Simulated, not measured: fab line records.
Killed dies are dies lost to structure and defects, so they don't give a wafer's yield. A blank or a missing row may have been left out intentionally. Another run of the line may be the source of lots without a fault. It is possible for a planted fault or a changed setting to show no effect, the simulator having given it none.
fab line records	flow berkeley_cmos170	part 1 of 2: steps 1 to 35 of 44
record lots=6	wafers=18	last_day=11
route steps=331 shown SDANNEAL@205 PSD@206 NSD@207 PLDD@208 NLDD@209 SILICIDE@210 CONTACT@216 M1@238 M3@331
lots with no fault: from the same line, run without faults
start_h: hours from the record's first day to the start of the lot's first wafer shown	wait_h: hours since the lot's step before	" same as the row above	L1.1+2: one row covering several wafers at once	- no value, or no start was given	* or withheld: withheld	< > ~ a bound
route shown NAME@n: names a module that has steps shown in the file, with the first one's number in the route	usual: mean/standard deviation taken from wafers without a fault	same: alike in all rows	chamber/n: place in a boat	sites: readings site by site	_std_site: standard deviation across them	_edge_site: inner sites' mean taken away from outer sites' mean	radius_mm: for every site, how far away it sits from the centre of the wafer	mask NAME#n: copy n	behind: the tool/chamber that last shaped the wafer	hold: why the lot went on hold/how many hours it stayed there/how the hold came to an end	device: names the non-switching transistor (n, p or np)	end of line: at the end of the route, the tests of the same wafers	a step without rows: its recipe alone	killed: at the first sort, the dies lost to defects and structure; wafer yield is something else	map: dies across one wafer; x = killed, . = not, _ = none there
set.NAME: the setting the step ran with; set.NAME@STEP: the setting that earlier step ran with	model.NAME: the simulator's own value behind a step, which no gauge read
lots at selected steps of the route; one table per step, one row per wafer
services: a tool's chamber out of use, with start hour (start_h, from the record's first day; less than 0 if before it), hours out, and reason
## steps
# step UCB170_SDANNEAL_RTA_01
# recipe temp_c=1050	time_s=5	ambient=N2
# usual lamp_power_pct=35/3.4	wafer_temp_C_max=1054.2/0.88
lot.wafer	tool	chamber	start_h	wait_h	lamp_power_pct	wafer_temp_C_max
L710.2	rtp_anneal-02	0	184.74	0.1	31	1053.8
L710.3	"	0	"	"	31	1053.6
L710.4	"	0	"	"	31	1053.7
L718.1	rtp_anneal-01	0	216.12	0.1	38	1054.2
L718.3	"	0	"	"	38	1053.7
L718.5	"	0	"	"	38	1055.2
L717.1	rtp_anneal-02	0	216.33	0.1	31	1053.2
L717.2	"	0	"	"	31	1052.2
L717.3	"	0	"	"	31	1054.1
L719.1	rtp_anneal-01	0	216.51	0.1	38	1055.8
L719.4	"	0	"	"	38	1054.6
L719.5	"	0	"	"	38	1054.7
L722.1	rtp_anneal-02	0	231.86	0.1	31	1055.1
L722.4	"	0	"	"	31	1054.3
L722.6	"	0	"	"	31	1053.0
L725.1	rtp_anneal-01	0	237.28	0.1	38	1054.5
L725.3	"	0	"	"	38	1056.6
L725.5	"	0	"	"	38	1054.4
# step UCB170_SDANNEAL_RS_MEAS_02
# recipe thk_meas_gauge=four-point-probe
# usual PSD_RS=75.49/0.27
lot.wafer	tool	chamber	start_h	wait_h	PSD_RS[ohm/sq]
L710.2	film_metro-01	-	184.81	0.1	75.51
L710.3	"	-	"	"	75.70
L710.4	"	-	"	"	75.92
L718.1	film_metro-03	-	216.18	0.0	75.20
L718.3	"	-	"	"	74.90
L718.5	"	-	"	"	75.28
L717.1	film_metro-01	-	216.39	0.0	75.19
L717.2	"	-	"	"	75.08
L717.3	"	-	"	"	75.10
L719.1	film_metro-02	-	216.57	0.0	75.68
L719.4	"	-	"	"	75.50
L719.5	"	-	"	"	75.44
L722.1	film_metro-02	-	231.91	0.0	75.60
L722.4	"	-	"	"	75.63
L722.6	"	-	"	"	75.49
L725.1	film_metro-01	-	237.34	0.0	75.16
L725.3	"	-	"	"	75.16
L725.5	"	-	"	"	75.26
# step UCB170_SDANNEAL_RS_MEAS_03
# recipe thk_meas_gauge=four-point-probe
# usual NSD_RS=37.25/0.089
lot.wafer	tool	chamber	start_h	wait_h	NSD_RS[ohm/sq]
L710.2	film_metro-01	-	184.93	0.1	37.17
L710.3	"	-	"	"	37.35
L710.4	"	-	"	"	37.20
L718.1	film_metro-03	-	216.30	0.1	37.22
L718.3	"	-	"	"	37.18
L718.5	"	-	"	"	37.30
L717.1	film_metro-01	-	216.51	0.1	37.23
L717.2	"	-	"	"	37.15
L717.3	"	-	"	"	37.21
L719.1	film_metro-02	-	216.69	0.1	37.29
L719.4	"	-	"	"	37.24
L719.5	"	-	"	"	37.20
L722.1	film_metro-02	-	232.03	0.1	37.21
L722.4	"	-	"	"	37.25
L722.6	"	-	"	"	37.36
L725.1	film_metro-01	-	237.46	0.1	37.24
L725.3	"	-	"	"	37.11
L725.5	"	-	"	"	37.23
# step UCB170_SDANNEAL_RS_MEAS_04
# recipe thk_meas_gauge=four-point-probe
# usual PLDD_RS=1031.8/2.4
lot.wafer	tool	chamber	start_h	wait_h	PLDD_RS[ohm/sq]
L710.2	film_metro-01	-	185.05	0.1	1030.2
L710.3	"	-	"	"	1032.2
L710.4	"	-	"	"	1030.5
L718.1	film_metro-03	-	216.42	0.1	1031.7
L718.3	"	-	"	"	1030.4
L718.5	"	-	"	"	1030.7
L717.1	film_metro-01	-	216.63	0.1	1037.5
L717.2	"	-	"	"	1034.7
L717.3	"	-	"	"	1035.2
L719.1	film_metro-02	-	216.81	0.1	1031.3
L719.4	"	-	"	"	1029.3
L719.5	"	-	"	"	1030.1
L722.1	film_metro-02	-	232.15	0.1	1033.1
L722.4	"	-	"	"	1031.3
L722.6	"	-	"	"	1032.7
L725.1	film_metro-01	-	237.58	0.1	1032.4
L725.3	"	-	"	"	1033.6
L725.5	"	-	"	"	1033.5
# step UCB170_SDANNEAL_RS_MEAS_05
# recipe thk_meas_gauge=four-point-probe
# usual NLDD_RS=616.6/1.3
lot.wafer	tool	chamber	start_h	wait_h	NLDD_RS[ohm/sq]
L710.2	film_metro-01	-	185.17	0.1	615.5
L710.3	"	-	"	"	615.4
L710.4	"	-	"	"	615.5
L718.1	film_metro-03	-	216.54	0.1	615.7
L718.3	"	-	"	"	618.4
L718.5	"	-	"	"	618.4
L717.1	film_metro-01	-	216.75	0.1	617.5
L717.2	"	-	"	"	616.6
L717.3	"	-	"	"	616.8
L719.1	film_metro-02	-	216.93	0.1	618.2
L719.4	"	-	"	"	616.8
L719.5	"	-	"	"	618.6
L722.1	film_metro-02	-	232.27	0.1	615.7
L722.4	"	-	"	"	617.6
L722.6	"	-	"	"	616.3
L725.1	film_metro-01	-	237.70	0.1	616.5
L725.3	"	-	"	"	616.7
L725.5	"	-	"	"	614.5
# step UCB170_SILICIDE_PRE_CLEAN_00
# recipe gas=Ar	preclean_etch_time_s=60
# step UCB170_SILICIDE_SPUTTER_01
# recipe material=Ti	target_thk_nm=30	time_s=25	power_w=1500	chamber_pressure_pa=0.5
# step UCB170_SILICIDE_RS_MEAS_02
# recipe thk_meas_gauge=four-point-probe	reads=Ti_of_SILICIDE_SPUTTER_01
# usual SILICIDE_TI_RS=26.0/0.33
lot.wafer	tool	chamber	start_h	wait_h	SILICIDE_TI_RS[ohm/sq]
L710.2	film_metro-04	-	185.38	0.0	26.3
L710.3	"	-	"	"	26.3
L710.4	"	-	"	"	26.4
L718.1	film_metro-04	-	216.76	0.0	25.8
L718.3	"	-	"	"	25.6
L718.5	"	-	"	"	25.8
L717.1	film_metro-04	-	216.97	0.0	25.8
L717.2	"	-	"	"	25.7
L717.3	"	-	"	"	25.8
L719.1	film_metro-03	-	217.14	0.0	26.7
L719.4	"	-	"	"	26.5
L719.5	"	-	"	"	26.7
L722.1	film_metro-03	-	232.49	0.0	25.9
L722.4	"	-	"	"	25.7
L722.6	"	-	"	"	25.8
L725.1	film_metro-03	-	237.91	0.0	26.0
L725.3	"	-	"	"	26.0
L725.5	"	-	"	"	26.1
# step UCB170_SILICIDE_THK_MEAS_03
# recipe thk_meas_gauge=xrf	reads=Ti_of_SILICIDE_SPUTTER_01
# usual SILICIDE_TI_THK=30.3/0.34
lot.wafer	tool	chamber	start_h	wait_h	SILICIDE_TI_THK[nm]
L710.2	film_metro-04	-	185.49	0.1	30.0
L710.3	"	-	"	"	29.9
L710.4	"	-	"	"	29.9
L718.1	film_metro-04	-	216.88	0.1	30.3
L718.3	"	-	"	"	30.7
L718.5	"	-	"	"	30.5
L717.1	film_metro-04	-	217.09	0.1	30.4
L717.2	"	-	"	"	30.5
L717.3	"	-	"	"	30.5
L719.1	film_metro-03	-	217.26	0.1	29.8
L719.4	"	-	"	"	30.0
L719.5	"	-	"	"	29.9
L722.1	film_metro-03	-	232.61	0.1	30.7
L722.4	"	-	"	"	30.8
L722.6	"	-	"	"	30.8
L725.1	film_metro-03	-	238.03	0.1	30.8
L725.3	"	-	"	"	30.7
L725.5	"	-	"	"	30.5
# step UCB170_SILICIDE_RTA_04
# recipe temp_c=650	time_s=15	ambient=N2
# usual lamp_power_pct=9.5/0.95	wafer_temp_C_max=652.4/0.49
lot.wafer	tool	chamber	start_h	wait_h	lamp_power_pct	wafer_temp_C_max
L710.2	rtp_anneal-01	0	185.56	0.1	10.6	652.4
L710.3	"	0	"	"	10.6	653.2
L710.4	"	0	"	"	10.6	653.3
L718.1	rtp_anneal-02	0	216.94	0.1	8.7	651.1
L718.3	"	0	"	"	8.7	653.1
L718.5	"	0	"	"	8.7	652.3
L717.1	rtp_anneal-01	0	217.15	0.1	10.7	652.0
L717.2	"	0	"	"	10.6	652.3
L717.3	"	0	"	"	10.6	652.4
L719.1	rtp_anneal-02	0	217.32	0.1	8.7	652.0
L719.4	"	0	"	"	8.7	652.2
L719.5	"	0	"	"	8.7	652.6
L722.1	rtp_anneal-02	0	232.67	0.1	8.7	652.9
L722.4	"	0	"	"	8.7	652.3
L722.6	"	0	"	"	8.7	652.2
L725.1	rtp_anneal-02	0	238.09	0.1	8.7	653.7
L725.3	"	0	"	"	8.7	652.6
L725.5	"	0	"	"	8.7	652.3
# step UCB170_SILICIDE_WET_ETCH_05
# recipe chemistry=SPM	time_s=45	temp_c=120	target=Ti
# step UCB170_CONTACT_CLEAN_00
# recipe chemistry=SPM	temp_c=120	time_s=600
# step UCB170_CONTACT_CVD_01
# recipe material=PSG	target_thk_nm=700	temp_c=450	precursor=SiH4/O2/PH3	time_s=2820	pressure_mtorr=300	sih4_flow_sccm=60	o2_flow_sccm=90	ph3_flow_sccm=25
# usual sih4_flow_sccm=60.01/0.18	zone_power_load_pct=7.3/0.75
lot.wafer	tool	chamber	start_h	wait_h	sih4_flow_sccm	zone_power_load_pct	model.PSG_of_CONTACT_CVD_01.thk_nm
L710.2	lpcvd-01	0	185.82	0.0	60.42	6.2	698.5
L710.3	"	0	"	"	60.30	6.1	693.5
L710.4	"	0	"	"	60.12	6.1	696.5
L718.1	lpcvd-01	0	217.23	0.0	59.97	6.2	746.4
L718.3	"	0	"	"	59.95	6.2	748.4
L718.5	"	0	"	"	59.95	6.2	745.8
L717.1	lpcvd-02	1	217.89	0.4	60.19	8.1	701.9
L717.2	"	1	"	"	60.06	8.3	705.9
L717.3	"	1	"	"	60.06	8.3	699.6
L719.1	lpcvd-01	1	219.01	1.0	60.13	7.3	745.1
L719.4	"	1	"	"	59.66	7.3	749
L719.5	"	1	"	"	60.11	7.3	753.1
L722.1	lpcvd-02	1	233.25	0.3	60.21	8.4	709.5
L722.4	"	1	"	"	59.83	8.3	703.8
L722.6	"	1	"	"	59.96	8.2	708.3
L725.1	lpcvd-02	1	239.25	0.9	59.67	8.4	694.9
L725.3	"	1	"	"	59.95	8.3	688.5
L725.5	"	1	"	"	59.64	8.3	693.8
# step UCB170_CONTACT_THK_MEAS_02
# recipe reads=PSG_of_CONTACT_CVD_01
# usual CONTACT_PSG_THK=698/6.3
lot.wafer	tool	chamber	start_h	wait_h	CONTACT_PSG_THK[nm]
L710.2	film_metro-01	-	187.61	0.0	698
L710.3	"	-	"	"	693
L710.4	"	-	"	"	696
L718.1	film_metro-01	-	219.01	0.0	746
L718.3	"	-	"	"	748
L718.5	"	-	"	"	746
L717.1	film_metro-01	-	219.67	0.0	702
L717.2	"	-	"	"	706
L717.3	"	-	"	"	699
L719.1	film_metro-04	-	220.79	0.0	746
L719.4	"	-	"	"	749
L719.5	"	-	"	"	753
L722.1	film_metro-02	-	235.04	0.0	709
L722.4	"	-	"	"	703
L722.6	"	-	"	"	708
L725.1	film_metro-01	-	241.03	0.0	695
L725.3	"	-	"	"	688
L725.5	"	-	"	"	694
# step UCB170_CONTACT_HMDS_03
# recipe prime_time_s=60	prime_temp_c=100
# step UCB170_CONTACT_COAT_04
# recipe resist=KrF	spin_rpm=1500	resist_thk_nm=900
# step UCB170_CONTACT_SOFTBAKE_05
# recipe resist=KrF	temp_c=130	time_s=60
# step UCB170_CONTACT_STRIP_06
# recipe chemistry=O2	power_w=400	pressure_mtorr=3500	platen_temp_c=withheld	o2_flow_sccm=400	overash_fraction=0.5
# step UCB170_CONTACT_CLEAN_07
# recipe chemistry=SPM	temp_c=120	time_s=600
# step UCB170_CONTACT_RTA_08
# recipe temp_c=900	time_s=10	ambient=N2
# usual lamp_power_pct=22.9/2.2	wafer_temp_C_max=903.5/0.68
lot.wafer	tool	chamber	start_h	wait_h	lamp_power_pct	wafer_temp_C_max
L710.2	rtp_anneal-02	0	188.39	0.0	20.3	905.0
L710.3	"	0	"	"	20.3	903.2
L710.4	"	0	"	"	20.3	902.5
L718.1	rtp_anneal-01	0	220.67	0.0	24.8	903.8
L718.3	"	0	"	"	24.8	903.0
L718.5	"	0	"	"	24.8	903.9
L717.1	rtp_anneal-02	0	221.24	0.0	20.3	902.7
L717.2	"	0	"	"	20.4	904.2
L717.3	"	0	"	"	20.3	902.5
L719.1	rtp_anneal-01	0	221.69	0.0	24.8	903.3
L719.4	"	0	"	"	24.8	903.1
L719.5	"	0	"	"	24.8	902.7
L722.1	rtp_anneal-02	0	236.14	0.0	20.3	904.2
L722.4	"	0	"	"	20.3	903.7
L722.6	"	0	"	"	20.3	903.6
L725.1	rtp_anneal-01	0	242.11	0.0	24.8	903.2
L725.3	"	0	"	"	24.8	903.0
L725.5	"	0	"	"	24.8	903.7
# step UCB170_CONTACT_COAT_09
# recipe resist=BARC	temp_c=withheld	time_s=withheld	spin_rpm=3000	resist_thk_nm=withheld
# step UCB170_CONTACT_COAT_10
# recipe resist=KrF	spin_rpm=1500	resist_thk_nm=900
# step UCB170_CONTACT_SOFTBAKE_11
# recipe resist=KrF	temp_c=130	time_s=60
# step UCB170_CONTACT_EXPOSE_12
# recipe mask_id=CONT	target_cd_nm=700	na=0.5	sigma_outer=0.6	source_shape=conventional	dose_mj=35
# step UCB170_CONTACT_PEB_13
# recipe peb_temp_c=130	peb_time_s=withheld	resist=KrF
# step UCB170_CONTACT_DEVELOP_14
# recipe developer=TMAH	develop_time_s=45	resist=KrF	dev_temp_c=21
# step UCB170_CONTACT_CD_MEAS_15
# recipe target_cd_nm=700
# usual cd_nm=699.8/1.3
lot.wafer	tool	chamber	start_h	wait_h	cd_nm
L710.2	cd_sem-02	-	189.31	-	699.4
L710.3	"	-	"	"	700.1
L710.4	"	-	"	"	699.8
L718.1	cd_sem-02	-	222.02	-	698.8
L718.3	"	-	"	"	698.3
L718.5	"	-	"	"	699.1
L717.1	cd_sem-01	-	222.95	-	697.4
L717.2	"	-	"	"	698.0
L717.3	"	-	"	"	699.2
L719.1	cd_sem-02	-	223.03	-	700.3
L719.4	"	-	"	"	700.3
L719.5	"	-	"	"	700.3
L722.1	cd_sem-01	-	237.20	-	700.7
L722.4	"	-	"	"	699.8
L722.6	"	-	"	"	700.8
L725.1	cd_sem-02	-	244.47	-	700.2
L725.3	"	-	"	"	698.8
L725.5	"	-	"	"	698.7
# step UCB170_CONTACT_OVL_MEAS_16
# usual CONTACT_OVL=0/5.1
lot.wafer	tool	chamber	start_h	wait_h	CONTACT_OVL[nm]
L710.2	overlay-02	-	189.42	0.1	0
L710.3	"	-	"	"	1
L710.4	"	-	"	"	3
L718.1	overlay-01	-	222.14	0.1	-2
L718.3	"	-	"	"	1
L718.5	"	-	"	"	0
L717.1	overlay-02	-	223.07	0.1	8
L717.2	"	-	"	"	-1
L717.3	"	-	"	"	7
L719.1	overlay-02	-	223.15	0.1	-4
L719.4	"	-	"	"	-1
L719.5	"	-	"	"	0
L722.1	overlay-02	-	237.32	0.1	16
L722.4	"	-	"	"	13
L722.6	"	-	"	"	17
L725.1	overlay-02	-	244.59	0.1	-1
L725.3	"	-	"	"	3
L725.5	"	-	"	"	-2
# step UCB170_CONTACT_ETCH_17
# recipe chemistry=N2/H2	target_depth_a=withheld	overetch_a=withheld	target=BARC	time_s=withheld	source_w=500	bias_w=100	pressure_mtorr=30	n2_flow_sccm=100	h2_flow_sccm=200
# usual drypump_motor_current_A=5.9/0.4	oes_product_au=1.000/0.016	rf_fwd_power_W=494.7/2.3	throttle_valve_pct=13.32/0.18
lot.wafer	tool	chamber	start_h	wait_h	drypump_motor_current_A	oes_product_au	rf_fwd_power_W	throttle_valve_pct
L710.2	rie_diel-02	0	189.45	0.0	5.7	1.008	496.4	13.27
L710.3	"	2	"	"	6.2	1.013	493.1	13.67
L710.4	"	3	"	"	5.3	0.977	492.6	13.23
L718.1	rie_diel-03	0	222.18	0.0	6.0	0.976	495.7	13.31
L718.3	"	2	"	"	5.6	1.024	495.4	13.23
L718.5	"	3	"	"	5.0	1.004	491.1	13.04
L717.1	rie_diel-04	1	223.11	0.0	6.2	1.003	493.4	13.02
L717.2	"	2	"	"	5.7	1.000	492.4	13.45
L717.3	"	3	"	"	6.1	1.022	497.8	13.31
L719.1	rie_diel-02	0	223.19	0.0	5.7	1.023	499.0	13.24
L719.4	"	3	"	"	5.3	0.980	496.5	13.24
L719.5	"	0	"	"	5.7	1.011	497.9	13.24
L722.1	rie_diel-02	2	237.36	0.0	6.2	1.022	491.8	13.66
L722.4	"	3	"	"	5.3	0.987	494.0	13.23
L722.6	"	2	"	"	6.2	1.013	491.4	13.66
L725.1	rie_diel-02	2	244.62	0.0	6.2	1.010	495.7	13.66
L725.3	"	1	"	"	6.3	1.001	491.2	13.23
L725.5	"	1	"	"	6.2	1.003	492.0	13.25
# step UCB170_CONTACT_ETCH_18
# recipe chemistry=CHF3/CF4/Ar	target=PSG	stop_on=TiSi2	CHF3_flow_sccm=45	cf4_flow_sccm=15	Ar_flow_sccm=150	pressure_mtorr=200	rf_w=700	target_depth_a=8400	over_etch_frac=0.2	time_s=195
# usual drypump_motor_current_A=5.9/0.41	oes_product_au=0.893/0.015	rf_fwd_power_W=697.3/2.2	throttle_valve_pct=6.96/0.12
lot.wafer	tool	chamber	start_h	wait_h	drypump_motor_current_A	oes_product_au	rf_fwd_power_W	rf_hours_counter_h	throttle_valve_pct	model.CONTACT.feature_depth_nm	model.etch.depth_nm
L710.2	rie_diel-02	0	-	-	5.7	0.898	700.9	21	6.90	698.5	698.5
L710.3	"	2	"	"	6.2	0.905	698.0	65	7.16	693.5	693.5
L710.4	"	3	"	"	5.3	0.873	697.5	135	6.87	696.5	696.5
L718.1	rie_diel-03	0	-	-	6.0	0.909	695.8	2	6.93	746.4	746.4
L718.3	"	2	"	"	5.6	0.940	696.7	0	6.91	748.4	748.4
L718.5	"	3	"	"	5.0	0.931	698.4	-	6.78	745.8	745.8
L717.1	rie_diel-04	1	-	-	6.2	0.902	698.3	6	6.73	701.9	701.9
L717.2	"	2	"	"	5.7	0.892	697.4	95	7.04	705.9	705.9
L717.3	"	3	"	"	6.1	0.896	692.4	135	6.92	699.6	699.6
L719.1	rie_diel-02	0	-	-	5.7	0.930	699.0	23	6.93	745.1	745.1
L719.4	"	3	"	"	5.3	0.907	697.6	-	6.89	749	749
L719.5	"	0	"	"	5.7	0.940	698.3	-	6.91	753.1	753.1
L722.1	rie_diel-02	2	-	-	6.2	0.917	697.1	67	7.17	709.5	709.5
L722.4	"	3	"	"	5.3	0.876	697.8	138	6.88	703.8	703.8
L722.6	"	2	"	"	6.2	0.915	698.5	-	7.18	708.3	708.3
L725.1	rie_diel-02	2	-	-	6.1	0.921	696.9	67	7.16	694.9	694.9
L725.3	"	1	"	"	6.3	0.887	700.8	21	6.94	688.5	688.5
L725.5	"	1	"	"	6.3	0.894	697.2	-	6.92	693.8	693.8
# step UCB170_CONTACT_STRIP_19
# recipe chemistry=O2	power_w=400	pressure_mtorr=3500	platen_temp_c=withheld	o2_flow_sccm=400	overash_fraction=0.5
# step UCB170_CONTACT_CD_MEAS_90
# recipe target_cd_nm=700
# usual cd_nm=699.9/1.4
lot.wafer	tool	chamber	start_h	wait_h	cd_nm
L710.2	cd_sem-02	-	189.73	0.1	698.8
L710.3	"	-	"	"	699.9
L710.4	"	-	"	"	700.5
L718.1	cd_sem-01	-	222.44	0.1	699.1
L718.3	"	-	"	"	699.7
L718.5	"	-	"	"	700.5
L717.1	cd_sem-01	-	223.37	0.1	697.9
L717.2	"	-	"	"	698.3
L717.3	"	-	"	"	700.0
L719.1	cd_sem-02	-	223.45	0.1	700.2
L719.4	"	-	"	"	700.2
L719.5	"	-	"	"	700.5
L722.1	cd_sem-01	-	237.62	0.1	700.8
L722.4	"	-	"	"	700.1
L722.6	"	-	"	"	701.3
L725.1	cd_sem-01	-	244.89	0.1	700.0
L725.3	"	-	"	"	698.8
L725.5	"	-	"	"	698.8
# step UCB170_CONTACT_CLEAN_20
# recipe chemistry=SPM	temp_c=120	time_s=600
# step UCB170_M1_SPUTTER_00
# recipe material=Al	target_thk_nm=600	time_s=80	power_w=6000	chamber_pressure_pa=0.5
# usual cathode_dc_power_W=6000.1/1	throttle_valve_pct=29.7/1.3
lot.wafer	tool	chamber	start_h	wait_h	cathode_dc_power_W	throttle_valve_pct
L710.2	pvd_sputter-03	-	190.01	0.0	6001.9	29.7
L710.3	"	-	"	"	5999.9	29.3
L710.4	"	-	"	"	5999.0	31.1
L718.1	pvd_sputter-04	-	222.75	0.0	5999.2	30.0
L718.3	"	-	"	"	5999.7	29.2
L718.5	"	-	"	"	5997.8	29.4
L717.1	pvd_sputter-02	-	223.68	0.0	6002.2	31.3
L717.2	"	-	"	"	6000.5	29.5
L717.3	"	-	"	"	6000.4	29.0
L719.1	pvd_sputter-03	-	223.76	0.0	6001.2	30.9
L719.4	"	-	"	"	6000.9	29.7
L719.5	"	-	"	"	6000.2	29.3
L722.1	pvd_sputter-02	-	237.99	0.0	6000.4	31.4
L722.4	"	-	"	"	5999.3	29.4
L722.6	"	-	"	"	6001.6	29.1
L725.1	pvd_sputter-04	-	245.36	0.0	6000.7	30.7
L725.3	"	-	"	"	5999.7	30.0
L725.5	"	-	"	"	5999.3	27.2
# step UCB170_M1_RS_MEAS_01
# recipe thk_meas_gauge=four-point-probe	reads=Al_of_M1_SPUTTER_00
# usual M1_AL_RS=0.0487/0.00052
lot.wafer	tool	chamber	start_h	wait_h	M1_AL_RS[ohm/sq]
L710.2	film_metro-02	-	190.09	0.1	0.0488
L710.3	"	-	"	"	0.0489
L710.4	"	-	"	"	0.0493
L718.1	film_metro-01	-	222.82	0.0	0.0489
L718.3	"	-	"	"	0.0482
L718.5	"	-	"	"	0.0486
L717.1	film_metro-01	-	223.74	0.0	0.0475
L717.2	"	-	"	"	0.0481
L717.3	"	-	"	"	0.0473
L719.1	film_metro-03	-	223.82	0.0	0.0498
L719.4	"	-	"	"	0.0488
L719.5	"	-	"	"	0.0494
L722.1	film_metro-01	-	238.05	0.0	0.0481
L722.4	"	-	"	"	0.0481
L722.6	"	-	"	"	0.0482
L725.1	film_metro-01	-	245.42	0.0	0.0496
L725.3	"	-	"	"	0.0495
L725.5	"	-	"	"	0.0489
## key
first_sign step=UCB170_CONTACT_THK_MEAS_02	reading=CONTACT_PSG_THK	direction=up	sigmas=7.9	usual=698	struck=748
effect none on later readings
model_effect step=UCB170_CONTACT_CVD_01	value=PSG_of_CONTACT_CVD_01.thk_nm	without=706	struck=748
model_effect step=UCB170_CONTACT_ETCH_18	value=CONTACT.feature_depth_nm	without=706	struck=748
model_effect step=UCB170_M1_METAL_ETCH_12	value=PSG_of_CONTACT_CVD_01.thk_nm	without=668.3	struck=710.3
model_effect step=UCB170_M3_PROBE_99	value=etest.field_p_metal.vt_v	without=-60	struck=-62.44
met_at UCB170_CONTACT_CVD_01
struck_wafers L718.1,L718.3,L718.5,L719.1,L719.4,L719.5
tester_left_out L718,L719
onset_between 185.82 217.23
fault kind=process_parameter_drift	tool=lpcvd-01	chamber=-	onset_h=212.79	steps=UCB170_CONTACT_CVD_01	channel=target_thk_nm	offset=42	shape=step	end_h=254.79	acts_in=these_recipes_only	stated=700
# tester_left_out: of these lots the tester's yield and bins aren't shown, on N5 and GAA mostly nor the transistor test; their killed dies are dies lost to structure and defects alone, not to doping, threshold or leakage, so they don't give the yield
